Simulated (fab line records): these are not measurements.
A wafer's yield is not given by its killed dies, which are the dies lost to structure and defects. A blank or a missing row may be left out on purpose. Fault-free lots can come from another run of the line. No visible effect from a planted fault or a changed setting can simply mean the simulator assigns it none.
Which of the tools did it? -- flow berkeley_cmos170 -- Sampling: 7 lots, 21 wafers, 2 of 331 route steps

## WHAT THE GAUGES READ, wafer by wafer
UCB170_PLDD_CD_MEAS_06: target cd 1200 nm.
lot,measured,on,cd_nm (nm)
L668,day 7 05:09,cd_sem-01,1201.1 1201.5 1201.5
L670,day 7 17:56,cd_sem-01,1200.2 1197.5 1198.6
L672,day 7 17:41,cd_sem-02,1199.6 1200.2 1200.5
L674,day 7 22:07,cd_sem-01,1200.4 1199.8 1200.1
L677,day 9 08:26,cd_sem-01,1202.4 1200.7 1200.8
L683,day 10 05:31,cd_sem-01,1200.8 1200.8 1200.1
L686,day 11 07:36,cd_sem-02,1200.5 1199.8 1200.9

## WHICH TOOL RAN EACH LOT (tool, then ch and the chambers of the sampled wafers, then the start)
lot,UCB170_ACTIVE_ETCH_15
L668,"rie_diel-01 ch 0,1,2, day 5 06:30"
L670,"rie_diel-02 ch 0,3, day 5 16:04"
L672,"rie_diel-01 ch 0,3, day 5 19:13"
L674,"rie_diel-04 ch 0,1, day 6 00:26"
L677,"rie_diel-01 ch 0,1,3, day 7 06:46"
L683,"rie_diel-04 ch 0,2,3, day 8 00:00"
L686,"rie_diel-02 ch 0,1,3, day 9 06:52"
- UCB170_ACTIVE_ETCH_15: etches Si3N4 in CH3F/Ar/O2, stops on SiO2, target depth 242 nm, time 151 s.

## THE ANSWER, worked out from the rows above alone
Rule: usual is defined by the lots themselves. Put in order of their means at a reading, lots are off if they are a third of the lots or fewer, leave a main group of 4 or more, and stand apart from it by a gap of 3 or more times the standard deviation of the main group's means; of several such gaps the widest counts. A main group is skipped when, at the precision printed for the reading in the tables above, its means are all equal. Also off: a lot with no number at a reading for which 4 or more lots have one. Where the step has rows for the other lots, those lots are counted as sound.
None of the lots is off at any reading shown; this tells nothing.

## WHAT HAD BEEN PUT IN BY THE SIMULATOR
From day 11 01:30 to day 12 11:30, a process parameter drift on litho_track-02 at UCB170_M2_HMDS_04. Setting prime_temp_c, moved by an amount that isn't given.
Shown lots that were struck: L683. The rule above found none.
